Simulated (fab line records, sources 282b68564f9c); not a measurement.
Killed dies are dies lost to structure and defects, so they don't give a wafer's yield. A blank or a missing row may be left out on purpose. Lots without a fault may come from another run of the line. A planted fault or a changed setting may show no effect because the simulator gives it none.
Which tool did it? | flow rit_cmos | 14 lots, 42 wafers sampled, at 2 steps of a route of 202

WHAT THE GAUGES READ, wafer by wafer
RIT_FOX2_THK_MEAS_91. Usual: FIELD_OXIDE_LEFT_2_THK 254 nm, standard deviation 6.6.
lot  | measured    | on            | FIELD_OXIDE_LEFT_2_THK (nm) | flag
L650 | day 2 15:09 | film_metro-03 | 270 272 272                 |
L651 | day 2 19:43 | film_metro-03 | 260 263 252                 |
L652 | day 3 00:06 | film_metro-01 | 268 269 259                 |
L653 | day 3 04:24 | film_metro-02 | 245 249 251                 |
L654 | day 3 10:44 | film_metro-02 | 259 253 260                 |
L655 | day 3 14:20 | film_metro-03 | 315 303 308                 | OFF
L656 | day 3 22:56 | film_metro-01 | 309 308 307                 | OFF
L657 | day 4 03:23 | film_metro-01 | 250 252 252                 |
L661 | day 4 22:22 | film_metro-01 | 260 265 264                 |
L666 | day 6 00:05 | film_metro-02 | 255 255 254                 |
L667 | day 6 03:37 | film_metro-01 | 255 262 262                 |
L668 | day 6 07:46 | film_metro-03 | 257 260 255                 |
L669 | day 6 14:26 | film_metro-02 | 251 248 252                 |
L672 | day 7 05:01 | film_metro-02 | 247 242 252                 |

WHICH TOOL RAN EACH LOT (tool, then ch and the chambers of the sampled wafers, then the start)
lot  | RIT_GATE_WET_ETCH_00
L650 | wet_bench-01 ch 3, day 2 14:42
L651 | wet_bench-04 ch 0, day 2 19:07
L652 | wet_bench-03 ch 1, day 2 23:38
L653 | wet_bench-04 ch 0, day 3 03:59
L654 | wet_bench-01 ch 3, day 3 10:16
L655 | wet_bench-04 ch 1, day 3 13:53
L656 | wet_bench-01 ch 0, day 3 22:29
L657 | wet_bench-01 ch 1, day 4 02:58
L661 | wet_bench-03 ch 1, day 4 21:55
L666 | wet_bench-04 ch 2, day 5 23:35
L667 | wet_bench-04 ch 2, day 6 03:12
L668 | wet_bench-01 ch 1, day 6 07:21
L669 | wet_bench-01 ch 1, day 6 14:00
L672 | wet_bench-04 ch 2, day 7 04:32
- RIT_GATE_WET_ETCH_00: etches SiO2 in BOE, target depth 56 nm, time 60 s.

WHAT THE TOOLS THEMSELVES READ (means of the sampled wafers that have a number; where no wafer has one, the mark that the record gives instead)
RIT_GATE_WET_ETCH_00. Usual: bath_heat_duty_pct 1.7 %, standard deviation 0.4; run_length_s 88 s, standard deviation 3.2.
lot  | tool         | bath_heat_duty_pct (%) | run_length_s (s) | flag
L650 | wet_bench-01 | 2.2                    | 85               |
L651 | wet_bench-04 | 1.8                    | 87               |
L652 | wet_bench-03 | 1.3                    | 92               |
L653 | wet_bench-04 | 1.6                    | 87               |
L654 | wet_bench-01 | 1.8                    | 93               |
L655 | wet_bench-04 | -                      | -                | OFF
L656 | wet_bench-01 | -                      | -                | OFF
L657 | wet_bench-01 | 2.2                    | 86               |
L661 | wet_bench-03 | 1.4                    | 85               |
L666 | wet_bench-04 | 1.6                    | 84               |
L667 | wet_bench-04 | 1.8                    | 86               |
L668 | wet_bench-01 | 2.1                    | 86               |
L669 | wet_bench-01 | 1.8                    | 93               |
L672 | wet_bench-04 | 1.6                    | 91               |

THE ANSWER, worked out from the rows above alone
Rule: a lot is off if the mean of its wafers that have a number lies more than 3 standard deviations from the usual mean. A lot without any number at a reading at which 4 lots or more have one is off too. The other lots that the step has rows for count as sound. The gauges are gone through in route order, then the tools' own readings, and for those a lot's mean is taken as printed above. The first step at which some lot is off is used, and at that step the reading that is off furthest; a lot without a number counts as furthest.
Off: L655, L656, at RIT_FOX2_THK_MEAS_91 (FIELD_OXIDE_LEFT_2_THK).
A tool fits if, at a process step before that reading, it ran every lot that is off, and no sound lot after the first of them. The gauges at RIT_FOX2_THK_MEAS_91 aren't tried: what is off there is off at RIT_GATE_WET_ETCH_00 too, on other tools, and a gauge's error can't cause that. None of those tried fits.

WHAT THE SIMULATOR HAD PUT IN
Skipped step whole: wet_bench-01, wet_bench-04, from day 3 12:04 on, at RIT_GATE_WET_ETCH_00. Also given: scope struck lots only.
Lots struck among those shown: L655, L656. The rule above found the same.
